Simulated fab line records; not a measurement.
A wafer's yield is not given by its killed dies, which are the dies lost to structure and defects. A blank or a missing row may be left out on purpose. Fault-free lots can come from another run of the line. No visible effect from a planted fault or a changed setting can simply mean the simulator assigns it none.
A single fault, viewed from 2 desks | flow rit-cmos | each desk has only its own numbers; what lay behind them comes last

== THE TOOL OWNER'S DESK: implanter-04 ==
For each lot that ran on this tool, the mean over its sampled wafers that have a number, from the tool's own readings at RIT_PWELL_IMPLANT_08. Marked OUT: a lot whose mean sits more than 4 standard deviations from the usual mean, which makes it out of limits; the brackets give that distance.
Columns: A = beam-energy-keV at RIT_PWELL_IMPLANT_08, usual 170.01; B = end-station-pressure-torr at RIT_PWELL_IMPLANT_08, usual 5.18e-06 Torr
lot  | first seen here | A                        | B
L733 | day 3 04:11     | 170.01                   | 5.15e-06
L744 | day 5 14:27     | 160.55 (-99 or more) OUT | 5.03e-06
L745 | day 5 18:08     | 160.70 (-99 or more) OUT | 5.47e-06
Finding of this desk: L744, L745 out of limits; the first was L744 at day 5 14:27, on beam-energy-keV at RIT_PWELL_IMPLANT_08. L733 stayed within limits.

== AT THE METROLOGY DESK ==
What the gauges read, lot by lot, whatever tool the lot ran on: means of the sampled wafers that have a number. Marked OUT: a lot whose mean sits more than 4 standard deviations from the usual mean, which makes it out of limits; the brackets give that distance.
Columns: A = NWELL_TW at RIT_NWELL_TW_MEAS_10, usual 2131; B = PWELL_OVL at RIT_PWELL_OVL_MEAS_06, usual 0.9 nm
lot  | first seen here | A    | B
L729 | day 2 08:29     | 2138 | 1.6
L733 | day 3 02:56     | 2135 | 0.4
L734 | day 3 12:05     | 2136 | 0.9
L744 | day 5 13:05     | 2145 | 2.6
L745 | day 5 16:49     | 2119 | 1.5
L749 | day 6 13:04     | 2136 | 1.3
This desk's verdict: no lot among the 6 shows anything out of limits.

== TAKEN TOGETHER ==
The tool owner's desk had the chance to raise an alarm at day 5 14:27 on L744, L745.
Nothing out of limits was seen by the metrology desk.
The metrology desk holds a record of L744, L745, inside its limits.
Of the lots named, all ran RIT_PWELL_IMPLANT_08 on implanter-04.

== WHAT THE SIMULATOR PUT IN ==
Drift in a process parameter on implanter-04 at RIT_PWELL_IMPLANT_08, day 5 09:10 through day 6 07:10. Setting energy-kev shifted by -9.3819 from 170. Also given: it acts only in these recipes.
Shown lots that were struck: L744, L745.
Delay in hours, fault start to first out-of-limits reading, by desk: the tool owner's desk at 5.
